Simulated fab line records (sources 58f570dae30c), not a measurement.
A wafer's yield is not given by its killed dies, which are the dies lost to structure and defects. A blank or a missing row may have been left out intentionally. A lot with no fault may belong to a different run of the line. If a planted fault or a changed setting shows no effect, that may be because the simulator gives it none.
Which tool is to blame? | flow berkeley-cmos170 | 15 lots, 45 wafers sampled, at 2 steps of a route of 331

## WHAT THE GAUGES SHOWED, per wafer
UCB170_M1_OVL_MEAS_10.
lot  | measured     | on         | M1_OVL (nm)
L331 | day 8 04:14  | overlay-01 | 5 1 6
L332 | day 8 19:24  | overlay-02 | 5 1 4
L333 | day 8 20:23  | overlay-01 | -4 -4 -6
L334 | day 8 20:47  | overlay-01 | -4 -3 -2
L336 | day 9 12:11  | overlay-02 | 7 3 7
L338 | day 9 13:14  | overlay-01 | 4 -3 -4
L337 | day 9 14:05  | overlay-02 | 11 2 7
L342 | day 10 05:58 | overlay-01 | -1 12 9
L343 | day 11 00:22 | overlay-01 | 6 4 9
L345 | day 11 07:26 | overlay-02 | 13 11 16
L350 | day 12 11:58 | overlay-01 | 1 14 -2
L351 | day 12 12:43 | overlay-01 | 5 8 7
L352 | day 12 13:14 | overlay-02 | -7 -3 -3
L353 | day 12 14:01 | overlay-02 | 6 5 7
L354 | day 12 16:40 | overlay-01 | 8 3 -2

UCB170_V1_OVL_MEAS_13.
lot  | measured     | on         | V1_OVL (nm)
L331 | day 8 07:50  | overlay-01 | -1 -12 -7
L332 | day 8 23:42  | overlay-01 | -8 -1 -1
L333 | day 9 01:38  | overlay-01 | 12 14 11
L334 | day 9 01:52  | overlay-01 | -18 -17 -19
L336 | day 9 16:14  | overlay-01 | 2 0 3
L338 | day 9 17:24  | overlay-02 | -5 -12 -1
L337 | day 9 18:28  | overlay-01 | -14 -10 -2
L342 | day 10 14:02 | overlay-01 | -4 1 -6
L343 | day 11 05:52 | overlay-02 | -4 3 3
L345 | day 11 12:07 | overlay-01 | -9 -10 -10
L350 | day 12 16:26 | overlay-02 | 4 -1 1
L351 | day 12 18:07 | overlay-02 | -4 0 0
L352 | day 12 18:32 | overlay-02 | 2 -12 -10
L353 | day 12 19:04 | overlay-01 | -18 -20 -15
L354 | day 12 21:47 | overlay-02 | 3 0 4

## WHAT TOOL EACH LOT RAN ON (gives the tool, then ch and the chambers of the sampled wafers, and finally the start)
There is no process step in the record ahead of these readings.

## AS READ BY THE TOOLS THEMSELVES (means over the sampled wafers that have a number; for cases with no such wafer, the mark the record gives instead)
The record holds no such reading with a usual standard deviation.

## THE ANSWER, worked out from the rows above alone
Rule: usual is defined by the lots themselves. Put in order of their means at a reading, lots are off if they are a third of the lots or fewer, leave a main group of 4 or more, and stand apart from it by a gap of 3 or more times the standard deviation of the main group's means; of several such gaps the widest counts. If all means in a main group match to the digits the tables above print for the reading, that group is not used. Also off: a lot with no number at a reading for which 4 or more lots have one. The other lots that the step has rows for count as sound. First the gauges in route order, then the tools' own readings, where a lot's mean is used as printed above. The first step at which some lot is off is used, and at that step the reading that is off furthest; a lot without a number counts as furthest.
No lot is off at any reading shown: from this, nothing can be told.

## WHAT THE SIMULATOR HAD INSERTED
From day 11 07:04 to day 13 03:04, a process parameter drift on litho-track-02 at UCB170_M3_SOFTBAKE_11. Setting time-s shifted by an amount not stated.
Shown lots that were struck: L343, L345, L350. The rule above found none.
